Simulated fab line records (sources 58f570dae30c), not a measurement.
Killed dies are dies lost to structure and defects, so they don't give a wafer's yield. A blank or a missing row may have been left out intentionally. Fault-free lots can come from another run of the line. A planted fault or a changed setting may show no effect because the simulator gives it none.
Which tool did it? || flow berkeley_cmos170 || 15 lots with 45 wafers sampled at 2 steps, on a route of 331 steps

== WHAT THE GAUGES SHOWED, per wafer ==
UCB170_PSD_OVL_MEAS_07.
{"lot": "L619", "measured": "day 7 20:08", "on": "overlay-02", "PSD_OVL (nm)": "5 0 6"}
{"lot": "L620", "measured": "day 8 10:26", "on": "overlay-02", "PSD_OVL (nm)": "6 0 -2"}
{"lot": "L621", "measured": "day 8 23:33", "on": "overlay-01", "PSD_OVL (nm)": "5 -2 -2"}
{"lot": "L623", "measured": "day 9 00:16", "on": "overlay-02", "PSD_OVL (nm)": "1 4 1"}
{"lot": "L625", "measured": "day 9 10:17", "on": "overlay-01", "PSD_OVL (nm)": "-1 5 5"}
{"lot": "L626", "measured": "day 9 10:00", "on": "overlay-02", "PSD_OVL (nm)": "-1 8 4"}
{"lot": "L628", "measured": "day 9 20:09", "on": "overlay-01", "PSD_OVL (nm)": "3 -1 -3"}
{"lot": "L630", "measured": "day 10 12:16", "on": "overlay-01", "PSD_OVL (nm)": "2 3 1"}
{"lot": "L634", "measured": "day 10 17:31", "on": "overlay-01", "PSD_OVL (nm)": "11 8 4"}
{"lot": "L635", "measured": "day 10 17:44", "on": "overlay-02", "PSD_OVL (nm)": "-3 -2 0"}
{"lot": "L636", "measured": "day 11 16:02", "on": "overlay-01", "PSD_OVL (nm)": "2 -2 4"}
{"lot": "L637", "measured": "day 11 16:26", "on": "overlay-02", "PSD_OVL (nm)": "15 15 10"}
{"lot": "L638", "measured": "day 11 16:18", "on": "overlay-02", "PSD_OVL (nm)": "4 3 10"}
{"lot": "L639", "measured": "day 12 09:29", "on": "overlay-01", "PSD_OVL (nm)": "2 5 10"}
{"lot": "L640", "measured": "day 12 09:46", "on": "overlay-02", "PSD_OVL (nm)": "11 7 3"}

== WHAT TOOL EACH LOT RAN ON (gives the tool, then ch and the chambers of the sampled wafers, and finally the start) ==
{"lot": "L619", "UCB170_ACTIVE_CLEAN_00": "wet_bench-04 ch 1, day 4 07:08"}
{"lot": "L620", "UCB170_ACTIVE_CLEAN_00": "wet_bench-02 ch 1, day 4 18:03"}
{"lot": "L621", "UCB170_ACTIVE_CLEAN_00": "wet_bench-02 ch 2, day 5 03:05"}
{"lot": "L623", "UCB170_ACTIVE_CLEAN_00": "wet_bench-02 ch 0, day 5 03:05"}
{"lot": "L625", "UCB170_ACTIVE_CLEAN_00": "wet_bench-04 ch 1, day 5 21:49"}
{"lot": "L626", "UCB170_ACTIVE_CLEAN_00": "wet_bench-04 ch 1, day 5 21:49"}
{"lot": "L628", "UCB170_ACTIVE_CLEAN_00": "wet_bench-04 ch 0, day 6 07:47"}
{"lot": "L630", "UCB170_ACTIVE_CLEAN_00": "wet_bench-01 ch 1, day 7 03:30"}
{"lot": "L634", "UCB170_ACTIVE_CLEAN_00": "wet_bench-02 ch 2, day 7 20:03"}
{"lot": "L635", "UCB170_ACTIVE_CLEAN_00": "wet_bench-02 ch 2, day 7 20:03"}
{"lot": "L636", "UCB170_ACTIVE_CLEAN_00": "wet_bench-01 ch 2, day 8 12:52"}
{"lot": "L637", "UCB170_ACTIVE_CLEAN_00": "wet_bench-01 ch 2, day 8 12:52"}
{"lot": "L638", "UCB170_ACTIVE_CLEAN_00": "wet_bench-01 ch 2, day 8 12:52"}
{"lot": "L639", "UCB170_ACTIVE_CLEAN_00": "wet_bench-04 ch 2, day 8 23:38"}
{"lot": "L640", "UCB170_ACTIVE_CLEAN_00": "wet_bench-04 ch 3, day 8 23:38"}
- UCB170_ACTIVE_CLEAN_00: cleans in SPM, time 600 s.

== AS READ BY THE TOOLS THEMSELVES (means over the sampled wafers that have a number; for cases with no such wafer, the mark the record gives instead) ==
UCB170_ACTIVE_CLEAN_00.
{"lot": "L619", "tool": "wet_bench-04", "bath_guard_temp_C (C)": 120.6, "bath_heat_duty_pct (%)": 14.6}
{"lot": "L620", "tool": "wet_bench-02", "bath_guard_temp_C (C)": 120.8, "bath_heat_duty_pct (%)": 13.0}
{"lot": "L621", "tool": "wet_bench-02", "bath_guard_temp_C (C)": 120.9, "bath_heat_duty_pct (%)": 13.6}
{"lot": "L623", "tool": "wet_bench-02", "bath_guard_temp_C (C)": 120.2, "bath_heat_duty_pct (%)": 12.9}
{"lot": "L625", "tool": "wet_bench-04", "bath_guard_temp_C (C)": 120.6, "bath_heat_duty_pct (%)": 15.1}
{"lot": "L626", "tool": "wet_bench-04", "bath_guard_temp_C (C)": 120.6, "bath_heat_duty_pct (%)": 14.0}
{"lot": "L628", "tool": "wet_bench-04", "bath_guard_temp_C (C)": 120.1, "bath_heat_duty_pct (%)": 13.2}
{"lot": "L630", "tool": "wet_bench-01", "bath_guard_temp_C (C)": 120.2, "bath_heat_duty_pct (%)": 13.5}
{"lot": "L634", "tool": "wet_bench-02", "bath_guard_temp_C (C)": "-", "bath_heat_duty_pct (%)": "-"}
{"lot": "L635", "tool": "wet_bench-02", "bath_guard_temp_C (C)": "-", "bath_heat_duty_pct (%)": "-"}
{"lot": "L636", "tool": "wet_bench-01", "bath_guard_temp_C (C)": "-", "bath_heat_duty_pct (%)": "-"}
{"lot": "L637", "tool": "wet_bench-01", "bath_guard_temp_C (C)": 119.8, "bath_heat_duty_pct (%)": 11.2}
{"lot": "L638", "tool": "wet_bench-01", "bath_guard_temp_C (C)": 119.6, "bath_heat_duty_pct (%)": 11.2}
{"lot": "L639", "tool": "wet_bench-04", "bath_guard_temp_C (C)": 120.3, "bath_heat_duty_pct (%)": 14.0}
{"lot": "L640", "tool": "wet_bench-04", "bath_guard_temp_C (C)": 119.6, "bath_heat_duty_pct (%)": 12.7}

== THE ANSWER, worked out from the rows above alone ==
Rule: the usual values come from the lots themselves. Put in order of their means at a reading, lots are off if they are a third of the lots or fewer, leave a main group of 4 or more, and stand apart from it by a gap of 3 or more times the standard deviation of the main group's means; of several such gaps the widest counts. A main group whose means are all the same, to the digits that the tables above print for the reading, isn't used. Also off: a lot with no number at a reading for which 4 or more lots have one. Where the step has rows for the other lots, those lots are counted as sound. First the gauges in route order, then the tools' own readings, where a lot's mean is used as printed above. The first step at which some lot is off is used, and at that step the reading that is off furthest; a lot without a number counts as furthest.
Off at UCB170_ACTIVE_CLEAN_00 (bath_guard_temp_C): L634, L635, L636. Without a number there: L634, L635, L636. Mean 120.3 C and standard deviation 0.42 in the main group.
A tool fits if, at that step or a process step before it, it ran every lot that is off, and no sound lot after the first of them. Not one of the candidates tried fits.

== WHAT HAD BEEN PUT IN BY THE SIMULATOR ==
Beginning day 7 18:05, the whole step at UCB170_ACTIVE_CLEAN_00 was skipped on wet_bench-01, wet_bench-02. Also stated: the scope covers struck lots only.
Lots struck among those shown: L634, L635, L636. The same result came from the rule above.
